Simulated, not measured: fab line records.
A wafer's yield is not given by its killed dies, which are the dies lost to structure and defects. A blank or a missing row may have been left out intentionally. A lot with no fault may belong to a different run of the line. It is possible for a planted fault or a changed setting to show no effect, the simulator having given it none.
Comparing a struck lot with a sound one || flow berkeleyCmos170 || 14 steps out of a route of 331
Sound: wafers L549.3, L549.4, L549.6. Wafers struck: L557.3, L557.5, L557.6. The cause is given at the end.
For every step that has rows: the tool of each side, followed by ch and its chambers, followed by its first start. Under that, the readings that differ: sound wafers || struck wafers || difference of the means || sigmas: that difference in standard deviations of wafers without a fault.
alike: same words and numbers on both sides, and readings whose means sit less than 2 such deviations apart. not compared: any withheld reading, any reading some wafer has no value for, any bound like >300 that may hide the same value, and any number with overlapping values for which the record gives no deviation.
The two part at a step that has a row with sigmas, a row that says differs or no value, or rows on one side only. Numbers that have no deviation but don't overlap get no sigmas and don't part them. A reading missing from all wafers of one side parts the sides only when that side holds two or more wafers.

UCB170_CONTACT_ETCH_17: etches BARC in N2/H2.
  sound on rieDiel-04 ch 0,2,3, day 9 02:04; struck on rieDiel-02 ch 0,1, day 11 00:06
  alike: drypumpMotorCurrentA, oesProductAu, throttleValvePct
UCB170_CONTACT_ETCH_18: etches PSG in CHF3/CF4/Ar, stops on TiSi2, target depth 840 nm, time 195 s.
  sound: rieDiel-04 ch 0,2,3; struck: rieDiel-02 ch 0,1
  alike: drypumpMotorCurrentA, oesProductAu, throttleValvePct
  not compared: rfHoursCounterH
UCB170_CONTACT_STRIP_19: strips in O2.
  sound on plasmaAsher-02 ch 0,1, day 9 02:16; struck on plasmaAsher-02 ch 0,1, day 11 00:18
  alike: drypumpMotorCurrentA, oesProductAu
  not compared: rfHoursCounterH
UCB170_CONTACT_CD_MEAS_90: the cd target is 700 nm.
  sound: cdSem-01 at day 9 02:23; struck: cdSem-02 at day 11 00:25
  alike: cdNm
then, 1 step without rows for these wafers: UCB170_CONTACT_CLEAN_20 (cleans in SPM, time 600 s).
UCB170_M1_SPUTTER_00: material Al, target thk 600 nm, time 80 s.
  sound: pvdSputter-02 at day 9 02:38; struck: pvdSputter-02 at day 11 00:47
  alike: throttleValvePct
UCB170_M1_RS_MEAS_01: measures by four-point-probe.
  sound: filmMetro-01 at day 9 02:44; struck: filmMetro-01 at day 11 00:53
{"reading": "M1_AL_RS (ohm/sq)", "sound": "0.0486 0.0485 0.0487", "struck": "0.0476 0.0475 0.0470", "difference": -0.0012, "sigmas": -2}
UCB170_M1_THK_MEAS_02: measures by xrf.
  sound: filmMetro-01 at day 9 02:50; struck: filmMetro-01 at day 11 00:59
{"reading": "M1_AL_THK (nm)", "sound": "579 575 576", "struck": "589 594 596", "difference": "+16", "sigmas": "+3"}
then, 4 steps without rows for these wafers: UCB170_M1_COAT_03; UCB170_M1_COAT_04 (resist thk 900 nm); UCB170_M1_SOFTBAKE_05 (time 60 s); UCB170_M1_EXPOSE_06 (exposes mask METAL1, target cd 700 nm).
UCB170_M1_PEB_07:
  struck on lithoTrack-01, day 11 02:18; sound on lithoTrack-01 ch 0, day 9 03:44
  no value came back on the struck wafers for chillPlateTempC (C), exhaustPa (Pa), resistLineTempC (C); on the sound wafers chillPlateTempC (C) reads 23.02 23.13 23.11
then, 1 step without rows for these wafers: UCB170_M1_DEVELOP_08 (develop time 45 s).

== WHERE THEY PART ==
First at UCB170_M1_RS_MEAS_01; last, within this record, at UCB170_M1_PEB_07.

WHY: what had been put in by the simulator
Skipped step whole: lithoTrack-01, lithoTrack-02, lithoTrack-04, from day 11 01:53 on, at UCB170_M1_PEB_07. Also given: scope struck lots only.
